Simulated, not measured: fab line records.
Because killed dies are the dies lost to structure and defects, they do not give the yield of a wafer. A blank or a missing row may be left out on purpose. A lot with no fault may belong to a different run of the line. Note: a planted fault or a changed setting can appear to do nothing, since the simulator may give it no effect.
Which tool did it? || flow rit_cmos || 7 lots with 21 wafers sampled at 2 steps, on a route of 202 steps

WHAT EACH GAUGE READ, for each wafer
RIT_NSD_TW_MEAS_10.
{"lot": "L611", "measured": "day 3 08:35", "on": "film_metro-02", "NSD_TW": "3100 3094 3095"}
{"lot": "L613", "measured": "day 3 17:31", "on": "film_metro-04", "NSD_TW": "3115 3118 3125"}
{"lot": "L615", "measured": "day 4 03:21", "on": "film_metro-04", "NSD_TW": "3132 3151 3144"}
{"lot": "L622", "measured": "day 5 14:08", "on": "film_metro-01", "NSD_TW": "2898 2894 2902"}
{"lot": "L626", "measured": "day 6 18:38", "on": "film_metro-02", "NSD_TW": "3080 3082 3092"}
{"lot": "L629", "measured": "day 7 12:39", "on": "film_metro-02", "NSD_TW": "3099 3098 3089"}
{"lot": "L633", "measured": "day 8 01:24", "on": "film_metro-04", "NSD_TW": "3160 3150 3143"}

WHAT TOOL EACH LOT RAN ON (gives the tool, then ch and the chambers of the sampled wafers, and finally the start)
{"lot": "L611", "RIT_NSD_IMPLANT_08": "implanter-02 ch 0, day 3 08:16"}
{"lot": "L613", "RIT_NSD_IMPLANT_08": "implanter-02 ch 0, day 3 17:14"}
{"lot": "L615", "RIT_NSD_IMPLANT_08": "implanter-02 ch 0, day 4 03:04"}
{"lot": "L622", "RIT_NSD_IMPLANT_08": "implanter-02 ch 0, day 5 13:49"}
{"lot": "L626", "RIT_NSD_IMPLANT_08": "implanter-04 ch 0, day 6 18:19"}
{"lot": "L629", "RIT_NSD_IMPLANT_08": "implanter-01 ch 0, day 7 12:20"}
{"lot": "L633", "RIT_NSD_IMPLANT_08": "implanter-04 ch 0, day 8 01:04"}
- RIT_NSD_IMPLANT_08

THE ANSWER, worked out from the rows above alone
Rule: usual is defined by the lots themselves. Put in order of their means at a reading, lots are off if they are a third of the lots or fewer, leave a main group of 4 or more, and stand apart from it by a gap of 3 or more times the standard deviation of the main group's means; of several such gaps the widest counts. If all means in a main group match to the digits the tables above print for the reading, that group is not used. Also off: a lot with no number at a reading for which 4 or more lots have one. All remaining lots with rows at the step are treated as sound.
Off: at RIT_NSD_TW_MEAS_10 (NSD_TW), L622. Main group: mean 3115, sd 25.
A tool fits if, at a process step before that reading, it ran every lot that is off, and no sound lot after the first of them. Gauges at RIT_NSD_TW_MEAS_10: tried the same way as those tools. 2 tools fit, implanter-02 at RIT_NSD_IMPLANT_08 and film_metro-01 at RIT_NSD_TW_MEAS_10, so this cannot tell which one it is.

WHAT THE SIMULATOR PUT IN
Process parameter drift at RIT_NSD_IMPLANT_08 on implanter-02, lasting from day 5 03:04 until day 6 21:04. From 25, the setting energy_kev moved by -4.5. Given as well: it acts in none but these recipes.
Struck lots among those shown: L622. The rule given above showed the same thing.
